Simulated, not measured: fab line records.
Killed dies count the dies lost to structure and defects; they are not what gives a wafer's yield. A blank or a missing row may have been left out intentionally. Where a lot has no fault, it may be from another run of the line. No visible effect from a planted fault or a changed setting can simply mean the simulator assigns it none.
2 desks, one fault    flow rit cmos    numbers are kept per desk, each desk with only its own; the story behind them comes last

## THE METROLOGY DESK
What the gauges read, lot by lot, whatever tool the lot ran on: means of the sampled wafers that have a number. If a lot's mean is further than 4 standard deviations from the usual mean, the lot is out of limits and carries the mark OUT (the distance appears in the brackets).
Columns: A = CONTACT_OVL at RIT_CONTACT_OVL_MEAS_09, usual -1.1 nm
lot   first seen here  A
L973  day 4 02:10      -0.1
L974  day 4 08:14      0.0
L976  day 4 16:02      -0.7
L977  day 4 21:10      -1.1
L978  day 5 04:31      0.3
L979  day 5 09:38      -2.2
L980  day 5 16:14      -1.8
L981  day 5 18:39      0.2
L982  day 5 21:14      0.1
L983  day 6 03:53      -2.9
L985  day 6 18:34      -0.9
L986  day 7 02:52      -1.3
L991  day 8 08:29      -0.3
L993  day 8 21:28      -0.1
This desk found nothing out of limits on any of the 14 lots.

## AT THE TOOL OWNER'S DESK: litho track-01
The tool's own readings at RIT_PWELL_COAT_01 (resist thk 1300 nm): means of the sampled wafers that have a number, for each lot that ran on this tool. If a lot's mean is further than 4 standard deviations from the usual mean, the lot is out of limits and carries the mark OUT (the distance appears in the brackets).
Columns: A = spin speed rpm at RIT_PWELL_COAT_01, usual 2000.2 rpm
lot   first seen here  A
L974  day 2 18:01      2001.4
L985  day 5 05:57      2000.1
L991  day 6 14:58      1378.7 (-99 or more) OUT
L993  day 7 05:11      1379.5 (-99 or more) OUT
Finding of this desk: L991, L993 out of limits; the first was L991 at day 6 14:58, on spin speed rpm at RIT_PWELL_COAT_01. L974, L985: within limits.

## BROUGHT TOGETHER
On L991, L993, at day 6 14:58, an alarm was possible from the tool owner's desk.
At the metrology desk, nothing out of limits was observed.
The metrology desk holds a record of L991, L993, inside its limits.
RIT_PWELL_COAT_01 was run on litho track-01 by each of the lots named.

## WHAT HAD BEEN PUT IN BY THE SIMULATOR
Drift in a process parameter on litho track-01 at RIT_PWELL_COAT_01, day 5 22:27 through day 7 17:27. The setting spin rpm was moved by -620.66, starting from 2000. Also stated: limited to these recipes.
Lots struck among those shown: L991, L993.
Delay in hours, fault start to first out-of-limits reading, by desk: the tool owner's desk at 17.
